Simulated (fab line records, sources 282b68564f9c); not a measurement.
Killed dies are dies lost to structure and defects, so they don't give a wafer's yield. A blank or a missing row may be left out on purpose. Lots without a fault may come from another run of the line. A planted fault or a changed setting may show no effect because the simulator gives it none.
fab line records | flow rit_cmos
record lots=6 wafers=18 last_day=7
route steps=202 shown ACTIVE@1
lots that met no fault: from a run of the same line without faults
start_h: hours from the record's first day to the start of the lot's first wafer shown | wait_h: hours since the lot's step before | " the same as in the row above | L1.1+2: a row that stands for several wafers | - no value, or no start given | * or withheld: withheld | < > ~ a bound
route shown NAME@n: a module of which the file shows steps, and the number in the route of the first | usual: mean/standard deviation of fault-free wafers | same: alike in all rows | chamber/n: place in a boat | sites: the reading at each site | _std_site: their standard deviation | _edge_site: outer sites' mean less inner sites' | radius_mm: how far each site lies from the wafer's centre | mask NAME#n: copy n | behind: the tool/chamber that last shaped the wafer | hold: why the lot was held/for how many hours/how that ended | device: the transistor (n, p or np) that didn't switch | end of line: the same wafers' tests at the end of the route | a step without rows: its recipe alone | killed: dies lost to structure and defects at the first sort, not the wafer's yield | map: a wafer's dies, x killed, . not, _ none there
set.NAME: the setting as run; set.NAME@STEP: as run at that earlier step | model.NAME: the simulator's own value behind a step, which no gauge read
lots at some steps of the route; a table a step, a row a wafer
services: from which hour (start_h, from the record's first day; less than 0 if before it) a tool's chamber was out of use, for how many hours, and why
## steps
# step RIT_ACTIVE_BOW_MEAS_00
# recipe mode=bow
# usual INCOMING_BOW=0/6.2
# columns lot.wafer tool chamber start_h wait_h INCOMING_BOW[um]
L583.1 film_metro-02 - 30.00 - 1
L583.2 " - " " 2
L583.6 " - " " -13
L584.1 film_metro-03 - 35.00 - 2
L584.2 " - " " 5
L584.3 " - " " -6
L590.1 film_metro-03 - 65.00 - 15
L590.3 " - " " 4
L590.5 " - " " 3
L591.2 film_metro-02 - 70.02 - 5
L591.3 " - " " -3
L591.5 " - " " -3
L600.2 film_metro-03 - 115.02 - -1
L600.5 " - " " -5
L600.6 " - " " 2
L602.3 film_metro-03 - 125.04 - 0
L602.5 " - " " 4
L602.6 " - " " 15
# step RIT_ACTIVE_OXIDATION_01
# recipe temp_c=1000 ambient=O2 target_thk_a=468 ox_time_s=3360
# step RIT_ACTIVE_THK_MEAS_02
# recipe reads=SiO2_of_ACTIVE_OXIDATION_01
# usual ACTIVE_OXIDE_THK=46.9/0.87
# columns lot.wafer tool chamber start_h wait_h ACTIVE_OXIDE_THK[nm]
L583.1 film_metro-01 - 32.97 0.0 46.8
L583.2 " - " " 46.6
L583.6 " - " " 47.1
L584.1 film_metro-01 - 37.05 0.0 47.2
L584.2 " - " " 47.6
L584.3 " - " " 48.0
L590.1 film_metro-02 - 67.05 0.0 46.4
L590.3 " - " " 46.9
L590.5 " - " " 46.5
L591.2 film_metro-02 - 72.06 0.0 47.6
L591.3 " - " " 47.8
L591.5 " - " " 47.7
L600.2 film_metro-03 - 117.06 0.0 47.0
L600.5 " - " " 47.2
L600.6 " - " " 47.1
L602.3 film_metro-03 - 127.07 0.0 46.8
L602.5 " - " " 46.7
L602.6 " - " " 47.0
# step RIT_ACTIVE_CVD_03
# recipe material=Si3N4 target_thk_nm=150 temp_c=810 precursor=SiH2Cl2/NH3 time_s=1500 pressure_mtorr=300 sih2cl2_flow_sccm=60 nh3_flow_sccm=150
# step RIT_ACTIVE_THK_MEAS_04
# recipe reads=Si3N4_of_ACTIVE_CVD_03
# usual ACTIVE_NITRIDE_THK=150.1/1.2
# columns lot.wafer tool chamber start_h wait_h ACTIVE_NITRIDE_THK[nm]
L583.1 film_metro-02 - 35.15 0.0 150.5
L583.2 " - " " 151.9
L583.6 " - " " 153.2
L584.1 film_metro-01 - 39.24 0.0 150.1
L584.2 " - " " 150.4
L584.3 " - " " 149.8
L590.1 film_metro-01 - 68.53 0.0 150.3
L590.3 " - " " 148.6
L590.5 " - " " 149.8
L591.2 film_metro-01 - 73.54 0.0 149.8
L591.3 " - " " 149.5
L591.5 " - " " 150.1
L600.2 film_metro-02 - 118.54 0.0 151.0
L600.5 " - " " 150.6
L600.6 " - " " 151.5
L602.3 film_metro-02 - 128.55 0.0 149.9
L602.5 " - " " 151.0
L602.6 " - " " 150.7
# step RIT_ACTIVE_HMDS_05
# recipe prime_time_s=60 prime_temp_c=140
# step RIT_ACTIVE_COAT_06
# recipe resist=NOVOLAK spin_rpm=3250 resist_thk_nm=1000
# step RIT_ACTIVE_SOFTBAKE_07
# recipe resist=NOVOLAK temp_c=90 time_s=60
# step RIT_ACTIVE_EXPOSE_08
# recipe mask_id=M1 na=0.6 source_shape=conventional sigma_outer=0.6 target_cd_nm=1400 dose_mj=225
# usual exposure_dose_mJ_cm2=224.95/0.27 focus_offset_nm=0.1/0.55 reticle_temp_C=23.04/0.11 stage_vel_mm_s=499.96/0.23
# columns lot.wafer tool chamber start_h wait_h mask exposure_dose_mJ_cm2 focus_offset_nm reticle_temp_C stage_vel_mm_s
L583.1 iline_stepper-01 0 35.66 0.1 M1#0 226.04 0.2 22.89 499.99
L583.2 " 0 " " M1#0 225.79 0.4 22.96 500.06
L583.6 " 0 " " M1#0 225.72 0.0 22.95 499.99
L584.1 iline_stepper-02 0 39.97 0.2 M1#0 224.60 0.1 23.07 499.70
L584.2 " 0 " " M1#0 224.74 -0.6 23.04 499.48
L584.3 " 0 " " M1#0 224.69 -0.6 23.09 499.79
L590.1 iline_stepper-02 - 69.17 0.2 M1#0 - - - -
L590.3 " - " " M1#0 - - - -
L590.5 " - " " M1#0 - - - -
L591.2 iline_stepper-02 - 74.06 0.1 M1#0 - - - -
L591.3 " - " " M1#0 - - - -
L591.5 " - " " M1#0 - - - -
L600.2 iline_stepper-02 0 119.06 0.1 M1#0 224.80 0.7 22.91 500.53
L600.5 " 0 " " M1#0 224.47 0.3 23.13 499.96
L600.6 " 0 " " M1#0 224.62 0.2 22.92 500.06
L602.3 iline_stepper-02 0 129.08 0.1 M1#0 225.07 -0.1 23.00 499.96
L602.5 " 0 " " M1#0 224.84 -0.2 23.08 500.06
L602.6 " 0 " " M1#0 224.66 -0.5 23.08 500.22
# step RIT_ACTIVE_PEB_09
# recipe resist=NOVOLAK temp_c=withheld time_s=withheld
## services
# columns tool chamber start_h hours kind
iline_stepper-01 - 44.04 4.4 pm
iline_stepper-02 - 50.04 5.8 repair
iline_stepper-02 0 62.32 - calibration
iline_stepper-01 0 107.33 - calibration
iline_stepper-02 - 111.03 2.4 repair
## key
first_sign step=RIT_ACTIVE_EXPOSE_08 reading=tool_record direction=missing
effect none on later readings
met_at RIT_ACTIVE_EXPOSE_08
struck_wafers L590.1,L590.3,L590.5,L591.2,L591.3,L591.5
later_rows_left_out L590.1,L590.3,L590.5,L591.2,L591.3,L591.5
sort_left_out L590.1,L590.3,L590.5,L591.2,L591.3,L591.5
tester_left_out L590,L591
onset_between 39.97 69.17
fault kind=skipped_step_whole tool=iline_stepper-02 chamber=- onset_h=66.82 steps=RIT_ACTIVE_EXPOSE_08 scope=struck_lots_only
# tester_left_out: of these lots the tester's yield and bins aren't shown, on N5 and GAA mostly nor the transistor test; their killed dies are dies lost to structure and defects alone, not to doping, threshold or leakage, so they don't give the yield
# sort_left_out: the simulated sort isn't trusted on such a fault, so these wafers' sort isn't shown, and their yield isn't known
# later_rows_left_out: the simulator's readings of these wafers behind a module that went badly wrong aren't trusted and aren't shown, but for the sort
